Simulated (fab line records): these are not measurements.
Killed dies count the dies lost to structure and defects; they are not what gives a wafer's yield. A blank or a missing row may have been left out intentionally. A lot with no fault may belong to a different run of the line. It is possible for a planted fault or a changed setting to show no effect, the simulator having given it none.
Which tool did it? || flow berkeleyCmos170 || 7 lots with 21 wafers sampled at 2 steps, on a route of 331 steps

WHAT THE GAUGES SHOWED, per wafer
UCB170_V2_BOW_MEAS_03.
{"lot": "L413", "measured": "day 9 12:13", "on": "filmMetro-04", "V2_BOW (um)": "37 36 37"}
{"lot": "L414", "measured": "day 9 14:56", "on": "filmMetro-04", "V2_BOW (um)": "21 33 33"}
{"lot": "L418", "measured": "day 11 07:40", "on": "filmMetro-03", "V2_BOW (um)": "42 29 29"}
{"lot": "L421", "measured": "day 11 10:43", "on": "filmMetro-01", "V2_BOW (um)": "23 26 35"}
{"lot": "L427", "measured": "day 13 00:02", "on": "filmMetro-04", "V2_BOW (um)": "35 37 46"}
{"lot": "L433", "measured": "day 14 11:56", "on": "filmMetro-01", "V2_BOW (um)": "36 38 29"}
{"lot": "L430", "measured": "day 14 12:58", "on": "filmMetro-03", "V2_BOW (um)": "41 35 42"}

WHAT TOOL EACH LOT RAN ON (gives the tool, then ch and the chambers of the sampled wafers, and finally the start)
{"lot": "L413", "UCB170_CONTACT_RTA_08": "rtpAnneal-02 ch 0, day 8 23:01"}
{"lot": "L414", "UCB170_CONTACT_RTA_08": "rtpAnneal-02 ch 0, day 9 03:41"}
{"lot": "L418", "UCB170_CONTACT_RTA_08": "rtpAnneal-02 ch 0, day 10 20:59"}
{"lot": "L421", "UCB170_CONTACT_RTA_08": "rtpAnneal-02 ch 0, day 10 22:40"}
{"lot": "L427", "UCB170_CONTACT_RTA_08": "rtpAnneal-01 ch 0, day 12 13:02"}
{"lot": "L433", "UCB170_CONTACT_RTA_08": "rtpAnneal-01 ch 0, day 13 22:18"}
{"lot": "L430", "UCB170_CONTACT_RTA_08": "rtpAnneal-01 ch 0, day 13 22:46"}
- UCB170_CONTACT_RTA_08: time 10 s.

THE ANSWER, worked out from the rows above alone
Rule: usual is defined by the lots themselves. Put in order of their means at a reading, lots are off if they are a third of the lots or fewer, leave a main group of 4 or more, and stand apart from it by a gap of 3 or more times the standard deviation of the main group's means; of several such gaps the widest counts. A main group is skipped when, at the precision printed for the reading in the tables above, its means are all equal. Also off: a lot with no number at a reading for which 4 or more lots have one. Where the step has rows for the other lots, those lots are counted as sound.
None of the lots is off at any reading shown; this tells nothing.

WHAT HAD BEEN PUT IN BY THE SIMULATOR
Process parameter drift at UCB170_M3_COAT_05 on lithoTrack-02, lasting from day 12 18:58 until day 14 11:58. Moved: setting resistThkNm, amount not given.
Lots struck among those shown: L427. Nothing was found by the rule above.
